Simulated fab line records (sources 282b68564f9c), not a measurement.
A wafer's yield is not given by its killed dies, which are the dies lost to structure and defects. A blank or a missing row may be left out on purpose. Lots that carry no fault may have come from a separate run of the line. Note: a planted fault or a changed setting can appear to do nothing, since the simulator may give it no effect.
A struck lot beside a sound one :: flow rit_cmos :: 15 out of 202 route steps
Sound: the wafers L246.2, L246.4, L246.6. The struck wafers were L251.1, L251.2, L251.6. The cause is given at the end.
Order at every step that has rows: each side's tool, ch and its chambers, its first start. Under that, the readings that differ: sound wafers :: struck wafers :: difference of the means :: sigmas: that difference in standard deviations of wafers without a fault.
alike: words and numbers the same on both sides, and readings whose means are apart by under 2 such deviations; not compared: readings that were withheld, readings missing a value for some wafer, numbers with overlapping values and no deviation given by the record, and bounds like >300 which may hide the same value.
A row with sigmas, a row that says differs or no value, or rows on one side alone: a step with any of these is where the two part. Numbers that don't overlap but have no deviation are shown without sigmas and don't part them. A reading that every wafer of one side lacks parts them only if that side has two wafers or more.

first, 6 steps without rows for these wafers: RIT_CONTACT_HMDS_02 (prime time 60 s); RIT_CONTACT_COAT_03 (resist thk 1000 nm); RIT_CONTACT_SOFTBAKE_04 (time 58.15 s); RIT_CONTACT_EXPOSE_05 (exposes mask M11, target cd 1000 nm); RIT_CONTACT_PEB_06; RIT_CONTACT_DEVELOP_07 (develop time 120 s).
RIT_CONTACT_CD_MEAS_08: the cd target is 1000 nm.
  sound: cd_sem-01 at day 4 14:23; struck: cd_sem-02 at day 5 21:46
  alike: cd_nm
RIT_CONTACT_OVL_MEAS_09:
  sound: overlay-02 at day 4 14:29; struck: overlay-01 at day 5 21:53
  alike: CONTACT_OVL
then, 1 step without rows for these wafers: RIT_CONTACT_HARDBAKE_10 (time 60 s).
RIT_CONTACT_ETCH_11: etches SiO2 in CHF3/CF4/Ar, stops on TiSi2, target depth 480 nm, time 320 s.
  sound on rie_diel-04 ch 2,3, day 4 14:40; struck on rie_diel-04 ch 0,1, day 5 22:04
  alike: cf4_flow_sccm, drypump_motor_current_A, oes_product_au, throttle_valve_pct
  not compared: rf_hours_counter_h
RIT_CONTACT_STRIP_12: strips in O2, time 180 s.
  sound on plasma_asher-03 ch 0,1, day 4 14:52; struck on plasma_asher-03 ch 0,1, day 5 22:16
  alike: drypump_motor_current_A
  not compared: rf_hours_counter_h
RIT_CONTACT_CD_MEAS_90: the cd target is 1000 nm.
  sound: cd_sem-02 at day 4 15:03; struck: cd_sem-02 at day 5 22:26
  alike: cd_nm
RIT_CONTACT_CLEAN_13: cleans in SC1, time 600 s.
  sound on wet_bench-01 ch 0, day 4 15:09; struck on wet_bench-01 ch 2, day 5 22:33
  no value came back on the struck wafers for bath_guard_temp_C (C), bath_heat_duty_pct (%); on the sound wafers bath_guard_temp_C (C) reads 75.3 74.8 75.3
then, 1 step without rows for these wafers: RIT_CONTACT_CLEAN_14 (cleans in SC2, time 600 s).
RIT_M1_PROBE_99:
  sound: prober-02 at day 4 19:43; struck: prober-01 at day 6 03:00
  alike: killed_at_contacts, killed_at_front_end, killed_dies, killed_open, killed_short

== WHERE THEY PART ==
Only at RIT_CONTACT_CLEAN_13, as far as this record shows. Later steps at which nothing parts them and some readings are alike: RIT_M1_PROBE_99.

WHY: the cause the simulator had injected
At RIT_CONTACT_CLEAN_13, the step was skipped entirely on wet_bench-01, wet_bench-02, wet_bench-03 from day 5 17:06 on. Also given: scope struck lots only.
